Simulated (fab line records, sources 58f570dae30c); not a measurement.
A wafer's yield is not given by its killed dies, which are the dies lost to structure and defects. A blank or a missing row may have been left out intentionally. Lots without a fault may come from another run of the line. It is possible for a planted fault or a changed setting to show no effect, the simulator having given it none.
Which tool is to blame?	flow berkeleyCmos170	Sampling: 7 lots, 21 wafers, 2 of 331 route steps

== WHAT EACH GAUGE READ, for each wafer ==
UCB170_NVT_TW_MEAS_09.
lot	measured	on	NVT_TW
L950	day 6 21:29	filmMetro-03	517 519 521
L953	day 7 21:11	filmMetro-02	468 470 467
L960	day 8 13:24	filmMetro-03	521 518 520
L963	day 9 17:35	filmMetro-02	527 527 525
L970	day 10 14:16	filmMetro-02	529 529 528
L965	day 10 14:50	filmMetro-03	519 522 519
L969	day 10 21:50	filmMetro-03	519 521 520

== WHAT TOOL EACH LOT RAN ON (gives the tool, then ch and the chambers of the sampled wafers, and finally the start) ==
lot	UCB170_NVT_IMPLANT_07
L950	implanter-01 ch 0, day 6 21:14
L953	implanter-02 ch 0, day 7 20:57
L960	implanter-03 ch 0, day 8 13:10
L963	implanter-03 ch 0, day 9 17:20
L970	implanter-02 ch 0, day 10 14:01
L965	implanter-02 ch 0, day 10 14:35
L969	implanter-01 ch 0, day 10 21:35
- UCB170_NVT_IMPLANT_07

== THE ANSWER, worked out from the rows above alone ==
Rule: what is usual is taken from the lots themselves. The widest of any qualifying gaps counts: lots, ordered by their means at a reading, are off when they make up no more than a third of the lots, leave a main group of 4 or more, and stand apart from it by 3 or more times the standard deviation of that group's means. A main group whose means are all the same, to the digits that the tables above print for the reading, isn't used. A lot without any number at a reading at which 4 lots or more have one is off too. Where the step has rows for the other lots, those lots are counted as sound.
Off: at UCB170_NVT_TW_MEAS_09 (NVT_TW), L953. For the main group the mean is 522 and the standard deviation 3.8.
A tool fits if, at a process step before that reading, it ran every lot that is off, and no sound lot after the first of them. The gauges at UCB170_NVT_TW_MEAS_09 are tried like those tools. None of those tried fits.

== WHAT THE SIMULATOR HAD PUT IN ==
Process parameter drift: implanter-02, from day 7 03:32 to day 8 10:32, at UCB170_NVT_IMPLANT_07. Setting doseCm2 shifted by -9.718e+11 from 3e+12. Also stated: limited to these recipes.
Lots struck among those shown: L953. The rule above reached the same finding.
